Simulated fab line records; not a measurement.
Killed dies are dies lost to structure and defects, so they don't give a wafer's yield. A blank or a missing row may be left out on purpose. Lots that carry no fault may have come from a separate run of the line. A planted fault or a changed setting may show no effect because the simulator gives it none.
Which tool is to blame? :: flow rit_cmos :: 14 lots with 42 wafers sampled at 2 steps, on a route of 202 steps

WHAT THE GAUGES SHOWED, per wafer
Not one reading of a measure or inspect step in the record can be checked against a usual standard deviation.

WHAT TOOL EACH LOT RAN ON (gives the tool, then ch and the chambers of the sampled wafers, and finally the start)
lot: L814
RIT_M1_STRIP_14: plasma_asher-02 ch 0,1, day 3 16:44
RIT_M1_PROBE_99: prober-01, day 3 18:42

lot: L815
RIT_M1_STRIP_14: plasma_asher-02 ch 0,1, day 3 18:50
RIT_M1_PROBE_99: prober-02, day 3 20:47

lot: L817
RIT_M1_STRIP_14: plasma_asher-04 ch 0,1, day 4 12:15
RIT_M1_PROBE_99: prober-02, day 4 14:10

lot: L819
RIT_M1_STRIP_14: plasma_asher-01 ch 0,1, day 4 19:51
RIT_M1_PROBE_99: prober-01, day 4 21:52

lot: L818
RIT_M1_STRIP_14: plasma_asher-04 ch 0,1, day 4 20:17
RIT_M1_PROBE_99: prober-02, day 4 23:22

lot: L821
RIT_M1_STRIP_14: plasma_asher-04 ch 0,1, day 5 10:49
RIT_M1_PROBE_99: prober-02, day 5 12:43

lot: L824
RIT_M1_STRIP_14: plasma_asher-02 ch 0,1, day 6 01:04
RIT_M1_PROBE_99: prober-01, day 6 03:02

lot: L826
RIT_M1_STRIP_14: plasma_asher-01 ch 0,1, day 6 06:11
RIT_M1_PROBE_99: prober-01, day 7 14:44

lot: L827
RIT_M1_STRIP_14: plasma_asher-01 ch 0,1, day 6 10:28
RIT_M1_PROBE_99: prober-02, day 7 14:44

lot: L828
RIT_M1_STRIP_14: plasma_asher-04 ch 0,1, day 6 13:50
RIT_M1_PROBE_99: prober-02, day 7 15:05

lot: L830
RIT_M1_STRIP_14: plasma_asher-02 ch 0,1, day 7 02:17
RIT_M1_PROBE_99: prober-01, day 7 15:08

lot: L832
RIT_M1_STRIP_14: plasma_asher-04 ch 0,1, day 7 12:21
RIT_M1_PROBE_99: prober-02, day 7 15:26

lot: L833
RIT_M1_STRIP_14: plasma_asher-04 ch 0,1, day 7 20:52
RIT_M1_PROBE_99: prober-02, day 7 22:47

lot: L835
RIT_M1_STRIP_14: plasma_asher-02 ch 0,1, day 8 06:44
RIT_M1_PROBE_99: prober-02, day 8 08:40
- RIT_M1_STRIP_14: strips in O2, time 180 s.
- RIT_M1_PROBE_99

AS READ BY THE TOOLS THEMSELVES (means over the sampled wafers that have a number; for cases with no such wafer, the mark the record gives instead)
RIT_M1_STRIP_14.
lot: L814
tool: plasma_asher-02
drypump_motor_current_A (A): 5.31

lot: L815
tool: plasma_asher-02
drypump_motor_current_A (A): 5.51

lot: L817
tool: plasma_asher-04
drypump_motor_current_A (A): 5.83

lot: L819
tool: plasma_asher-01
drypump_motor_current_A (A): 5.90

lot: L818
tool: plasma_asher-04
drypump_motor_current_A (A): 5.84

lot: L821
tool: plasma_asher-04
drypump_motor_current_A (A): 5.76

lot: L824
tool: plasma_asher-02
drypump_motor_current_A (A): 5.32

lot: L826
tool: plasma_asher-01
drypump_motor_current_A (A): 5.90

lot: L827
tool: plasma_asher-01
drypump_motor_current_A (A): 5.73

lot: L828
tool: plasma_asher-04
drypump_motor_current_A (A): 5.75

lot: L830
tool: plasma_asher-02
drypump_motor_current_A (A): 5.30

lot: L832
tool: plasma_asher-04
drypump_motor_current_A (A): 5.84

lot: L833
tool: plasma_asher-04
drypump_motor_current_A (A): 5.83

lot: L835
tool: plasma_asher-02
drypump_motor_current_A (A): 5.50

RIT_M1_PROBE_99.
lot: L814
tool: prober-01
defect_limited_yield (%): 97.8
killed_at_M0_to_M3: 0.0
killed_at_contacts: 0.0
killed_at_front_end: 6
killed_dies: 6
killed_on_rim: 1.3
killed_open: 3.0
killed_short: 2.7
sort_bin_3_pad_short (%): 0.0
sort_bin_5_function (%): 1.7
sort_bin_6_memory (%): 0.5
sort_n_pass: 258
sort_yield_pct (%): 97.8

lot: L815
tool: prober-02
defect_limited_yield (%): 97.1
killed_at_M0_to_M3: 0.0
killed_at_contacts: 0.0
killed_at_front_end: 8
killed_dies: 8
killed_on_rim: 3.0
killed_open: 3.0
killed_short: 4.7
sort_bin_3_pad_short (%): 0.0
sort_bin_5_function (%): 2.0
sort_bin_6_memory (%): 0.9
sort_n_pass: 256
sort_yield_pct (%): 97.1

lot: L817
tool: prober-02
defect_limited_yield (%): 98.2
killed_at_M0_to_M3: 0.0
killed_at_contacts: 0.0
killed_at_front_end: 5
killed_dies: 5
killed_on_rim: 1.0
killed_open: 1.7
killed_short: 3.0
sort_bin_3_pad_short (%): 0.3
sort_bin_5_function (%): 1.3
sort_bin_6_memory (%): 0.3
sort_n_pass: 259
sort_yield_pct (%): 98.2

lot: L819
tool: prober-01
defect_limited_yield (%): 98.2
killed_at_M0_to_M3: 0.0
killed_at_contacts: 0.0
killed_at_front_end: 5
killed_dies: 5
killed_on_rim: 0.7
killed_open: 2.3
killed_short: 2.3
sort_bin_3_pad_short (%): 0.1
sort_bin_5_function (%): 1.2
sort_bin_6_memory (%): 0.5
sort_n_pass: 259
sort_yield_pct (%): 98.2

lot: L818
tool: prober-02
defect_limited_yield (%): 98.4
killed_at_M0_to_M3: 0.0
killed_at_contacts: 0.0
killed_at_front_end: 4
killed_dies: 4
killed_on_rim: 0.7
killed_open: 2.0
killed_short: 2.3
sort_bin_3_pad_short (%): 0.1
sort_bin_5_function (%): 0.8
sort_bin_6_memory (%): 0.8
sort_n_pass: 260
sort_yield_pct (%): 98.4

lot: L821
tool: prober-02
defect_limited_yield (%): 97.4
killed_at_M0_to_M3: 0.0
killed_at_contacts: 0.7
killed_at_front_end: 6
killed_dies: 7
killed_on_rim: 1.0
killed_open: 3.0
killed_short: 3.7
sort_bin_3_pad_short (%): 0.0
sort_bin_5_function (%): 1.4
sort_bin_6_memory (%): 1.2
sort_n_pass: 257
sort_yield_pct (%): 97.4

lot: L824
tool: prober-01
defect_limited_yield (%): 97.6
killed_at_M0_to_M3: 0.0
killed_at_contacts: 0.0
killed_at_front_end: 6
killed_dies: 6
killed_on_rim: 1.7
killed_open: 4.0
killed_short: 2.0
sort_bin_3_pad_short (%): 0.1
sort_bin_5_function (%): 0.9
sort_bin_6_memory (%): 1.4
sort_n_pass: 258
sort_yield_pct (%): 97.6

lot: L826
tool: prober-01
defect_limited_yield (%): 97.1
killed_at_M0_to_M3: 0.0
killed_at_contacts: 0.0
killed_at_front_end: 8
killed_dies: 8
killed_on_rim: 1.0
killed_open: 3.3
killed_short: 4.3
sort_bin_3_pad_short (%): 0.5
sort_bin_5_function (%): 1.9
sort_bin_6_memory (%): 0.5
sort_n_pass: 256
sort_yield_pct (%): 97.1

lot: L827
tool: prober-02
defect_limited_yield (%): 97.7
killed_at_M0_to_M3: 0.0
killed_at_contacts: 0.0
killed_at_front_end: 6
killed_dies: 6
killed_on_rim: 2.0
killed_open: 3.7
killed_short: 2.3
sort_bin_3_pad_short (%): 0.1
sort_bin_5_function (%): 1.3
sort_bin_6_memory (%): 0.9
sort_n_pass: 258
sort_yield_pct (%): 97.7

lot: L828
tool: prober-02
defect_limited_yield (%): 97.6
killed_at_M0_to_M3: 0.0
killed_at_contacts: 0.3
killed_at_front_end: 6
killed_dies: 6
killed_on_rim: 2.3
killed_open: 3.3
killed_short: 3.0
sort_bin_3_pad_short (%): 0.1
sort_bin_5_function (%): 1.5
sort_bin_6_memory (%): 0.8
sort_n_pass: 258
sort_yield_pct (%): 97.6

lot: L830
tool: prober-01
defect_limited_yield (%): 97.7
killed_at_M0_to_M3: 0.0
killed_at_contacts: 0.0
killed_at_front_end: 6
killed_dies: 6
killed_on_rim: 0.7
killed_open: 2.3
killed_short: 3.7
sort_bin_3_pad_short (%): 0.1
sort_bin_5_function (%): 1.3
sort_bin_6_memory (%): 0.9
sort_n_pass: 258
sort_yield_pct (%): 97.7

lot: L832
tool: prober-02
defect_limited_yield (%): 88.1
killed_at_M0_to_M3: 21.0
killed_at_contacts: 0.0
killed_at_front_end: 10
killed_dies: 31
killed_on_rim: 8.0
killed_open: 4.0
killed_short: 6.3
sort_bin_3_pad_short (%): 1.1
sort_bin_5_function (%): 7.9
sort_bin_6_memory (%): 2.8
sort_n_pass: 233
sort_yield_pct (%): 88.1

lot: L833
tool: prober-02
defect_limited_yield (%): 87.9
killed_at_M0_to_M3: 21.0
killed_at_contacts: 0.0
killed_at_front_end: 11
killed_dies: 32
killed_on_rim: 9.3
killed_open: 6.0
killed_short: 5.0
sort_bin_3_pad_short (%): 1.9
sort_bin_5_function (%): 7.6
sort_bin_6_memory (%): 2.6
sort_n_pass: 232
sort_yield_pct (%): 87.9

lot: L835
tool: prober-02
defect_limited_yield (%): 98.2
killed_at_M0_to_M3: 0.0
killed_at_contacts: 0.0
killed_at_front_end: 5
killed_dies: 5
killed_on_rim: 1.3
killed_open: 2.3
killed_short: 2.3
sort_bin_3_pad_short (%): 0.1
sort_bin_5_function (%): 0.9
sort_bin_6_memory (%): 0.8
sort_n_pass: 259
sort_yield_pct (%): 98.2

THE ANSWER, worked out from the rows above alone
Rule: usual is defined by the lots themselves. The widest of any qualifying gaps counts: lots, ordered by their means at a reading, are off when they make up no more than a third of the lots, leave a main group of 4 or more, and stand apart from it by 3 or more times the standard deviation of that group's means. A main group whose means are all the same, to the digits that the tables above print for the reading, isn't used. A lot without any number at a reading at which 4 lots or more have one is off too. The other lots that the step has rows for count as sound. Order of review: gauges by route order, followed by the tools' own readings, for which a lot's mean as printed above is used. The first step at which some lot is off is used, and at that step the reading that is off furthest; a lot without a number counts as furthest.
Off, at RIT_M1_PROBE_99 on defect_limited_yield: L832, L833. The main group: mean 97.8 %, standard deviation 0.41.
If a tool, at that step or one of the process steps before it, ran each lot that is off and ran no sound lot following the first of them, it fits. One fits: plasma_asher-04 at RIT_M1_STRIP_14. Its last sound lot is L828 (day 6 13:50), its first lot that is off L832 (day 7 12:21): a fault that began between those two fits.

WHAT THE SIMULATOR PUT IN
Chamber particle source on plasma_asher-04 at RIT_M1_STRIP_14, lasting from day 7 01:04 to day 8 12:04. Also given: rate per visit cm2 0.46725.
Struck lots among those shown: L832, L833. The rule above found the same.
